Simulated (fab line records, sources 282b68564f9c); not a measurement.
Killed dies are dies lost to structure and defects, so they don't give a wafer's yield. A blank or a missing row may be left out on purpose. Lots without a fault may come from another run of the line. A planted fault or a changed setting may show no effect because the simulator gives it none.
fab line records | flow rit_cmos
record lots=14 wafers=42 last_day=7
route steps=202 shown NWELL@36 PWELL@48 PRETRO@73 CONTACT@180 M1@202
lots that met no fault: from a run of the same line without faults
start_h: hours from the record's first day to the start of the lot's first wafer shown | wait_h: hours since the lot's step before | " the same as in the row above | L1.1+2: a row that stands for several wafers | - no value, or no start given | * or withheld: withheld | < > ~ a bound
route shown NAME@n: a module of which the file shows steps, and the number in the route of the first | usual: mean/standard deviation of fault-free wafers | same: alike in all rows | chamber/n: place in a boat | sites: the reading at each site | _std_site: their standard deviation | _edge_site: outer sites' mean less inner sites' | radius_mm: how far each site lies from the wafer's centre | mask NAME#n: copy n | behind: the tool/chamber that last shaped the wafer | hold: why the lot was held/for how many hours/how that ended | device: the transistor (n, p or np) that didn't switch | end of line: the same wafers' tests at the end of the route | a step without rows: its recipe alone | killed: dies lost to structure and defects at the first sort, not the wafer's yield | map: a wafer's dies, x killed, . not, _ none there
set.NAME: the setting as run; set.NAME@STEP: as run at that earlier step | model.NAME: the simulator's own value behind a step, which no gauge read
steps of the route over a sample of lots; a table a step, a row a wafer
services: from which hour (start_h, from the record's first day; less than 0 if before it) a tool's chamber was out of use, for how many hours, and why
## steps
# step RIT_NWELL_IMPLANT_08
# recipe species=P energy_kev=170 dose_cm2=4.877e+13 tilt_deg=7
# usual beam_energy_keV=170.01/0.056 dose_ions_cm2=4.876e+13/5.8e+10
# columns lot.wafer tool chamber start_h wait_h beam_energy_keV dose_ions_cm2
L192.2 implanter-02 0 21.66 0.2 170.11 4.872e+13
L192.3 " 0 " " 170.06 4.868e+13
L192.5 " 0 " " 170.07 4.875e+13
L194.2 implanter-04 0 32.35 0.2 170.00 4.867e+13
L194.5 " 0 " " 169.99 4.869e+13
L194.6 " 0 " " 169.94 4.873e+13
L195.1 implanter-03 0 35.48 0.2 169.91 4.876e+13
L195.4 " 0 " " 169.98 4.869e+13
L195.6 " 0 " " 169.83 4.868e+13
L196.1 implanter-03 0 41.19 0.2 169.97 4.879e+13
L196.4 " 0 " " 170.00 4.879e+13
L196.6 " 0 " " 170.05 4.876e+13
L198.3 implanter-04 0 50.52 0.2 170.08 4.874e+13
L198.4 " 0 " " 170.05 4.87e+13
L198.6 " 0 " " 170.11 4.87e+13
L201.1 implanter-02 0 65.60 0.2 170.09 4.873e+13
L201.3 " 0 " " 170.07 4.884e+13
L201.5 " 0 " " 170.07 4.874e+13
L202.1 implanter-02 0 70.60 0.2 170.02 4.879e+13
L202.5 " 0 " " 169.95 4.873e+13
L202.6 " 0 " " 170.05 4.881e+13
L204.2 implanter-02 0 81.99 0.2 118.95 4.868e+13
L204.3 " 0 " " 118.98 4.861e+13
L204.4 " 0 " " 118.98 4.863e+13
L205.2 implanter-04 0 86.97 0.2 170.05 4.876e+13
L205.3 " 0 " " 169.93 4.884e+13
L205.4 " 0 " " 170.11 4.882e+13
L206.2 implanter-03 0 90.51 0.2 169.96 4.881e+13
L206.3 " 0 " " 169.97 4.878e+13
L206.4 " 0 " " 170.05 4.88e+13
L209.2 implanter-02 0 107.94 0.2 119.07 4.889e+13
L209.4 " 0 " " 119.05 4.874e+13
L209.6 " 0 " " 119.02 4.878e+13
L211.3 implanter-04 0 116.06 0.2 169.92 4.876e+13
L211.5 " 0 " " 170.01 4.885e+13
L211.6 " 0 " " 170.08 4.881e+13
L213.1 implanter-03 0 125.67 0.2 170.04 4.881e+13
L213.3 " 0 " " 170.02 4.879e+13
L213.6 " 0 " " 169.98 4.878e+13
L215.1 implanter-03 0 136.83 0.2 170.01 4.881e+13
L215.2 " 0 " " 170.06 4.885e+13
L215.4 " 0 " " 169.98 4.883e+13
# step RIT_NWELL_TW_MEAS_10
# usual NWELL_TW=2143/12
# columns lot.wafer tool chamber start_h wait_h NWELL_TW
L192.2 film_metro-04 - 21.97 0.1 2147
L192.3 " - " " 2146
L192.5 " - " " 2146
L194.2 film_metro-04 - 32.66 0.1 2138
L194.5 " - " " 2152
L194.6 " - " " 2158
L195.1 film_metro-04 - 35.81 0.1 2156
L195.4 " - " " 2148
L195.6 " - " " 2139
L196.1 film_metro-03 - 41.52 0.1 2138
L196.4 " - " " 2150
L196.6 " - " " 2135
L198.3 film_metro-04 - 50.81 0.1 2163
L198.4 " - " " 2160
L198.6 " - " " 2154
L201.1 film_metro-03 - 65.92 0.1 2149
L201.3 " - " " 2163
L201.5 " - " " 2145
L202.1 film_metro-01 - 70.92 0.1 2132
L202.5 " - " " 2128
L202.6 " - " " 2117
L204.2 film_metro-01 - 82.30 0.1 1990
L204.3 " - " " 1986
L204.4 " - " " 1985
L205.2 film_metro-01 - 87.28 0.1 2148
L205.3 " - " " 2151
L205.4 " - " " 2141
L206.2 film_metro-03 - 90.82 0.1 2152
L206.3 " - " " 2146
L206.4 " - " " 2134
L209.2 film_metro-01 - 108.25 0.1 1970
L209.4 " - " " 1984
L209.6 " - " " 1977
L211.3 film_metro-01 - 116.35 0.1 2122
L211.5 " - " " 2134
L211.6 " - " " 2129
L213.1 film_metro-03 - 126.00 0.1 2140
L213.3 " - " " 2141
L213.6 " - " " 2145
L215.1 film_metro-04 - 137.15 0.1 2142
L215.2 " - " " 2130
L215.4 " - " " 2142
# step RIT_PWELL_STRIP_09
# recipe chemistry=O2 time_s=180 resist=NOVOLAK platen_temp_c=withheld power_w=500 pressure_mtorr=4000 o2_flow_sccm=4000
# usual drypump_motor_current_A=5.9/0.33
# columns lot.wafer tool chamber start_h wait_h drypump_motor_current_A rf_hours_counter_h
L192.2 plasma_asher-03 0 23.46 0.1 6.1 25
L192.3 " 0 " " 6.1 -
L192.5 " 1 " " 5.7 -
L194.2 plasma_asher-03 1 34.15 0.1 5.8 26
L194.5 " 1 " " 5.8 -
L194.6 " 0 " " 6.1 -
L195.1 plasma_asher-03 0 37.18 0.1 6.1 26
L195.4 " 1 " " 5.8 -
L195.6 " 1 " " 5.7 -
L196.1 plasma_asher-02 1 43.34 0.1 6.0 41
L196.4 " 1 " " 6.0 -
L196.6 " 1 " " 6.1 -
L198.3 plasma_asher-03 0 52.23 0.1 6.1 -
L198.4 " 1 " " 5.7 -
L198.6 " 1 " " 5.8 -
L201.1 plasma_asher-03 0 67.30 0.1 6.1 30
L201.3 " 1 " " 5.8 -
L201.5 " 0 " " 6.1 -
L202.1 plasma_asher-04 0 72.38 0.1 6.3 43
L202.5 " 0 " " 6.3 -
L202.6 " 1 " " 5.3 -
L204.2 plasma_asher-03 1 83.66 0.1 5.8 32
L204.3 " 1 " " 5.7 -
L204.4 " 0 " " 6.1 -
L205.2 plasma_asher-03 1 88.64 0.1 5.7 32
L205.3 " 1 " " 5.7 -
L205.4 " 0 " " 6.1 -
L206.2 plasma_asher-04 1 92.18 0.1 5.3 45
L206.3 " 1 " " 5.3 -
L206.4 " 0 " " 6.3 -
L209.2 plasma_asher-04 1 109.61 0.1 5.2 47
L209.4 " 1 " " 5.3 -
L209.6 " 1 " " 5.3 -
L211.3 plasma_asher-03 1 117.89 0.1 5.7 -
L211.5 " 0 " " 6.1 -
L211.6 " 1 " " 5.7 -
L213.1 plasma_asher-04 0 127.37 0.1 6.3 49
L213.3 " 1 " " 5.3 -
L213.6 " 0 " " 6.3 -
L215.1 plasma_asher-04 0 138.65 0.1 6.3 50
L215.2 " 1 " " 5.3 50
L215.4 " 0 " " 6.3 -
# step RIT_WELLDRIVE_RS_MEAS_01
# recipe thk_meas_gauge=four-point-probe
# usual NWELL_RS=279.7/0.75
# columns lot.wafer tool chamber start_h wait_h NWELL_RS[ohm/sq]
L192.2 film_metro-04 - 28.80 0.0 279.1
L192.3 " - " " 280.1
L192.5 " - " " 279.2
L194.2 film_metro-04 - 39.49 0.0 280.8
L194.5 " - " " 280.9
L194.6 " - " " 280.0
L195.1 film_metro-03 - 42.53 0.0 279.7
L195.4 " - " " 279.8
L195.6 " - " " 280.1
L196.1 film_metro-04 - 48.66 0.0 279.3
L196.4 " - " " 279.5
L196.6 " - " " 280.0
L198.3 film_metro-03 - 58.07 0.0 279.1
L198.4 " - " " 278.7
L198.6 " - " " 278.1
L201.1 film_metro-04 - 73.21 0.0 279.5
L201.3 " - " " 278.9
L201.5 " - " " 278.5
L202.1 film_metro-04 - 78.30 0.0 279.3
L202.5 " - " " 279.8
L202.6 " - " " 279.4
L204.2 film_metro-04 - 89.00 0.0 283.3
L204.3 " - " " 282.9
L204.4 " - " " 282.8
L205.2 film_metro-04 - 93.98 0.0 279.3
L205.3 " - " " 280.1
L205.4 " - " " 280.8
L206.2 film_metro-04 - 97.52 0.0 278.7
L206.3 " - " " 278.7
L206.4 " - " " 279.0
L209.2 film_metro-04 - 115.96 0.0 282.9
L209.4 " - " " 281.3
L209.6 " - " " 282.5
L211.3 film_metro-01 - 123.51 0.0 281.3
L211.5 " - " " 281.1
L211.6 " - " " 280.8
L213.1 film_metro-01 - 132.91 0.0 279.6
L213.3 " - " " 280.0
L213.6 " - " " 279.3
L215.1 film_metro-01 - 143.97 0.0 280.9
L215.2 " - " " 280.8
L215.4 " - " " 280.2
# step RIT_PRETRO_STRIP_09
# recipe chemistry=O2 time_s=180 resist=NOVOLAK platen_temp_c=withheld power_w=500 pressure_mtorr=4000 o2_flow_sccm=4000
# usual drypump_motor_current_A=5.9/0.32
# columns lot.wafer tool chamber start_h wait_h drypump_motor_current_A rf_hours_counter_h
L192.2 plasma_asher-03 1 32.05 0.1 5.8 26
L192.3 " 1 " " 5.8 -
L192.5 " 1 " " 5.7 -
L194.2 plasma_asher-02 1 42.90 0.1 6.0 41
L194.5 " 1 " " 6.0 -
L194.6 " 0 " " 6.0 -
L195.1 plasma_asher-02 0 45.77 0.1 6.0 42
L195.4 " 0 " " 6.0 -
L195.6 " 0 " " 6.0 -
L196.1 plasma_asher-02 0 52.01 0.1 6.0 43
L196.4 " 1 " " 6.0 -
L196.6 " 1 " " 6.0 -
L198.3 plasma_asher-03 0 61.32 0.1 6.1 -
L198.4 " 1 " " 5.7 -
L198.6 " 1 " " 5.7 -
L201.1 plasma_asher-01 1 76.32 0.1 5.2 40
L201.3 " 0 " " 6.2 -
L201.5 " 0 " " 6.2 -
L202.1 plasma_asher-01 0 81.81 0.1 6.2 41
L202.5 " 0 " " 6.2 -
L202.6 " 1 " " 5.2 -
L204.2 plasma_asher-02 0 92.22 0.1 6.0 47
L204.3 " 1 " " 6.1 -
L204.4 " 0 " " 6.0 -
L205.2 plasma_asher-02 0 97.73 0.1 6.0 48
L205.3 " 1 " " 6.1 -
L205.4 " 0 " " 6.0 -
L206.2 plasma_asher-01 1 100.86 0.1 5.2 43
L206.3 " 0 " " 6.2 -
L206.4 " 1 " " 5.2 -
L209.2 plasma_asher-01 0 119.20 0.1 6.2 0
L209.4 " 0 " " 6.2 -
L209.6 " 0 " " 6.2 -
L211.3 plasma_asher-01 0 126.63 0.1 6.2 -
L211.5 " 0 " " 6.2 -
L211.6 " 1 " " 5.2 -
L213.1 plasma_asher-02 0 136.14 0.1 6.0 52
L213.3 " 1 " " 6.1 -
L213.6 " 1 " " 6.1 -
L215.1 plasma_asher-02 1 147.50 0.1 6.1 53
L215.2 " 0 " " 6.0 53
L215.4 " 0 " " 6.0 -
# step RIT_CONTACT_STRIP_12
# recipe chemistry=O2 time_s=180 resist=NOVOLAK platen_temp_c=withheld power_w=500 pressure_mtorr=4000 o2_flow_sccm=4000
# usual drypump_motor_current_A=5.91/0.29
# columns lot.wafer tool chamber start_h wait_h drypump_motor_current_A rf_hours_counter_h
L192.2 plasma_asher-03 0 52.92 0.1 6.10 29
L192.3 " 1 " " 5.69 -
L192.5 " 0 " " 6.10 -
L194.2 plasma_asher-04 0 62.80 0.1 6.28 42
L194.5 " 1 " " 5.29 -
L194.6 " 0 " " 6.29 -
L195.1 plasma_asher-02 1 66.16 0.1 6.02 44
L195.4 " 1 " " 6.01 -
L195.6 " 1 " " 6.04 -
L196.1 plasma_asher-02 1 72.15 0.1 6.05 45
L196.4 " 1 " " 6.05 -
L196.6 " 1 " " 6.02 -
L198.3 plasma_asher-02 1 82.31 0.2 6.08 -
L198.4 " 0 " " 5.96 -
L198.6 " 0 " " 5.95 -
L201.1 plasma_asher-03 0 96.66 0.1 6.14 33
L201.3 " 0 " " 6.13 -
L201.5 " 1 " " 5.72 -
L202.1 plasma_asher-02 0 102.08 0.1 5.98 48
L202.5 " 0 " " 5.98 -
L202.6 " 1 " " 5.98 -
L204.2 plasma_asher-03 1 114.17 0.1 5.75 35
L204.3 " 1 " " 5.74 -
L204.4 " 0 " " 6.10 -
L206.2 plasma_asher-02 0 122.81 0.1 5.99 50
L206.3 " 1 " " 6.01 -
L206.4 " 0 " " 5.96 -
L205.2 plasma_asher-04 0 123.51 0.1 6.27 48
L205.3 " 1 " " 5.28 -
L205.4 " 0 " " 6.23 -
L209.2 plasma_asher-02 0 139.39 0.1 5.99 52
L209.4 " 0 " " 5.97 -
L209.6 " 1 " " 6.02 -
L211.3 plasma_asher-03 0 146.61 0.2 6.11 -
L211.5 " 0 " " 6.10 -
L211.6 " 1 " " 5.76 -
L213.1 plasma_asher-04 0 156.56 0.1 6.27 52
L213.3 " 1 " " 5.27 -
L213.6 " 0 " " 6.29 -
L215.1 plasma_asher-03 1 168.84 0.1 5.71 41
L215.2 " 0 " " 6.12 41
L215.4 " 0 " " 6.10 -
# step RIT_M1_PROBE_99
# usual killed_at_M0_to_M3=0.0/0.14 killed_at_contacts=0.1/0.29 killed_at_front_end=6.3/2.8 killed_dies=6.4/2.8 killed_open=3.3/1.7 killed_short=3.1/1.9
# same gross_dies=264 killed_at_M4_up=0 killed_at_back_side=0 killed_at_other=0
# columns lot.wafer tool chamber start_h wait_h killed_at_M0_to_M3 killed_at_contacts killed_at_front_end killed_dies killed_open killed_short
L198.3 prober-01 - 87.15 0.2 0 0 9 9 6 3
L198.4 prober-01 - 87.20 0.2 0 0 2 2 1 1
L198.6 prober-01 - 87.30 0.2 0 0 7 7 5 2
L215.1 prober-02 - 173.59 0.1 0 0 3 3 3 0
L215.2 prober-02 - 173.64 0.1 0 0 8 8 3 5
L215.4 prober-02 - 173.74 0.2 0 0 13 13 6 7
# killed by level:class
L198.3 GATE:geometric_particle:open=3 FOX1:geometric_particle:open=1 FOX1:geometric_particle:short=1 FOX2:geometric_particle:short=1 FOX2:geometric_particle:open=1 GATE:geometric_particle:short=1 REOX:geometric_particle:open=1
L198.4 GATE:geometric_particle:short=1 GATE:geometric_particle:open=1
L198.6 REOX:geometric_particle:open=2 SPACER:geometric_particle:open=2 GATE:geometric_particle:short=1 REOX:geometric_particle:short=1 SILICIDE:geometric_particle:open=1
L215.1 GATE:geometric_particle:open=2 REOX:geometric_particle:open=1
L215.2 SPACER:geometric_particle:open=3 SPACER:geometric_particle:short=3 FOX1:geometric_particle:short=1 GATE:geometric_particle:short=1
L215.4 GATE:geometric_particle:short=5 GATE:geometric_particle:open=4 FOX1:geometric_particle:open=1 FOX1:geometric_particle:short=1 REOX:geometric_particle:short=1 SILICIDE:geometric_particle:open=1
## services
# columns tool chamber start_h hours kind
implanter-03 - 6.36 13.1 repair
plasma_asher-04 - 40.20 13.1 repair
implanter-02 - 56.59 8.4 repair
implanter-03 - 63.28 2.1 repair
plasma_asher-03 - 71.77 2.8 pm
implanter-02 - 76.25 2.2 repair
plasma_asher-04 - 83.19 3.2 repair
implanter-02 - 100.83 1.0 repair
plasma_asher-01 - 108.75 9.0 pm
plasma_asher-01 0 108.75 9.0 vent_cycle
plasma_asher-01 1 108.75 9.0 vent_cycle
plasma_asher-01 0 117.75 - clean
plasma_asher-01 1 117.75 - clean
implanter-03 - 138.30 1.4 repair
plasma_asher-04 - 139.44 1.2 repair
implanter-04 - 140.12 1.9 repair
plasma_asher-02 - 152.50 10.0 pm
## key
first_sign step=RIT_NWELL_IMPLANT_08 reading=beam_energy_keV direction=down sigmas=99+ usual=170.01 struck=119.01
effect step=RIT_NWELL_TW_MEAS_10 reading=NWELL_TW direction=down sigmas=14 usual=2143 struck=1982
effect step=RIT_WELLDRIVE_RS_MEAS_01 reading=NWELL_RS direction=up sigmas=3.9 usual=279.7 struck=282.6
met_at RIT_NWELL_IMPLANT_08
struck_lots L204,L209
tester_left_out L204,L209
not_acting_at RIT_PWELL_STRIP_09,RIT_PRETRO_STRIP_09,RIT_CONTACT_STRIP_12
onset_between 70.60 81.99
fault kind=process_parameter_drift tool=implanter-02 chamber=- onset_h=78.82 steps=RIT_NWELL_IMPLANT_08 channel=energy_kev offset=-51 shape=step end_h=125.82 acts_in=these_recipes_only stated=170
# tester_left_out: of these lots the tester's yield and bins aren't shown, on N5 and GAA mostly nor the transistor test; their killed dies are dies lost to structure and defects alone, not to doping, threshold or leakage, so they don't give the yield
